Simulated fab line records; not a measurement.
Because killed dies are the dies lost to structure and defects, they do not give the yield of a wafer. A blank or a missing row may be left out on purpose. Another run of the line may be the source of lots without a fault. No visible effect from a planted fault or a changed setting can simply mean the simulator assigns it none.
Tool commonality check + flow rit cmos + 42 wafers sampled across 14 lots

== WHY THIS WAS OPENED ==
RIT_M1_RS_MEAS_01, reading M1_AL_RS: flagged on 2 of 14 lots. No-fault wafers: 0.0735 ohm/sq, standard deviation 0.00098.
Rule: a lot gets a flag if all its wafers with a number sit over 4 standard deviations from that mean, or if no wafer of it has a number. The rest of the lots are taken to be sound.

| lot  | measured    | on            | M1_AL_RS (ohm/sq), wafer by wafer | flag    |
|------|-------------|---------------|-----------------------------------|---------|
| L161 | day 3 21:43 | film metro-04 | 0.0738 0.0726 0.0731              |         |
| L164 | day 4 13:24 | film metro-03 | 0.0742 0.0736 0.0745              |         |
| L165 | day 4 22:07 | film metro-04 | 0.0736 0.0724 0.0741              |         |
| L166 | day 4 23:23 | film metro-03 | 0.0418 0.0419 0.0418              | FLAGGED |
| L168 | day 5 08:01 | film metro-03 | 0.0420 0.0419 0.0417              | FLAGGED |
| L171 | day 6 04:12 | film metro-04 | 0.0732 0.0752 0.0745              |         |
| L173 | day 6 10:49 | film metro-03 | 0.0730 0.0730 0.0760              |         |
| L175 | day 6 22:43 | film metro-03 | 0.0742 0.0752 0.0752              |         |
| L176 | day 7 04:44 | film metro-04 | 0.0723 0.0741 0.0729              |         |
| L177 | day 7 06:49 | film metro-03 | 0.0741 0.0752 0.0754              |         |
| L178 | day 7 14:19 | film metro-04 | 0.0739 0.0738 0.0747              |         |
| L179 | day 7 16:56 | film metro-04 | 0.0747 0.0721 0.0731              |         |
| L180 | day 7 20:20 | film metro-04 | 0.0731 0.0731 0.0730              |         |
| L181 | day 8 02:19 | film metro-04 | 0.0723 0.0732 0.0761              |         |
On average the flagged lots' numbers are 0.0418 ohm/sq, which is -0.0316 ohm/sq against the usual, or -32 standard deviations.

== TOOL THAT RAN EACH LOT ==
The record holds 1 process step before the reading, out of a route of 202 steps. Read each cell as the tool, then ch plus the chambers that the sampled wafers visited, then the start.
| lot  | flag    | RIT_M1_SPUTTER_00           |
|------|---------|-----------------------------|
| L161 |         | pvd sputter-04, day 3 21:25 |
| L164 |         | pvd sputter-03, day 4 13:04 |
| L165 |         | pvd sputter-02, day 4 21:49 |
| L166 | FLAGGED | pvd sputter-03, day 4 23:04 |
| L168 | FLAGGED | pvd sputter-03, day 5 07:44 |
| L171 |         | pvd sputter-02, day 6 03:53 |
| L173 |         | pvd sputter-02, day 6 10:32 |
| L175 |         | pvd sputter-02, day 6 22:25 |
| L176 |         | pvd sputter-04, day 7 04:26 |
| L177 |         | pvd sputter-02, day 7 06:31 |
| L178 |         | pvd sputter-04, day 7 14:01 |
| L179 |         | pvd sputter-02, day 7 16:34 |
| L180 |         | pvd sputter-03, day 7 20:02 |
| L181 |         | pvd sputter-02, day 8 02:02 |
What the steps here do:
- RIT_M1_SPUTTER_00: material Al, target thk 400 nm, time 500 s.
- RIT_M1_RS_MEAS_01: measures by four-point-probe.

== FLAGGED OVER TOTAL, TOOL BY TOOL (the gauges that took the reading come last) ==
| step              | tool           | lots run | flagged | share of the flagged lots | sound lots run after its first flagged lot |
|-------------------|----------------|----------|---------|---------------------------|--------------------------------------------|
| RIT_M1_SPUTTER_00 | pvd sputter-02 | 7        | 0       | none                      | -                                          |
| RIT_M1_SPUTTER_00 | pvd sputter-03 | 4        | 2       | all                       | 1 (L180)                                   |
| RIT_M1_SPUTTER_00 | pvd sputter-04 | 3        | 0       | none                      | -                                          |
| RIT_M1_RS_MEAS_01 | film metro-03  | 6        | 2       | all                       | 3 (L173,L175,L177)                         |
| RIT_M1_RS_MEAS_01 | film metro-04  | 8        | 0       | none                      | -                                          |

== WHAT THE TABLE PERMITS ==
2 rows of the table ran every flagged lot: pvd sputter-03 at RIT_M1_SPUTTER_00, film metro-03 at RIT_M1_RS_MEAS_01.
- pvd sputter-03 at RIT_M1_SPUTTER_00: 2 of its 4 lots flagged. After the first flagged lot (L180), sound lots still ran on it; a lasting fault on the whole tool would not permit that.
- film metro-03 at RIT_M1_RS_MEAS_01: 2 of its 6 lots flagged. After the first flagged lot (L173, L175, L177), sound lots still ran on it; a lasting fault on the whole tool would not permit that.
Not one row of the table ran every flagged lot while running no sound lot after the first.

== WHAT WAS PUT IN BY THE SIMULATOR ==
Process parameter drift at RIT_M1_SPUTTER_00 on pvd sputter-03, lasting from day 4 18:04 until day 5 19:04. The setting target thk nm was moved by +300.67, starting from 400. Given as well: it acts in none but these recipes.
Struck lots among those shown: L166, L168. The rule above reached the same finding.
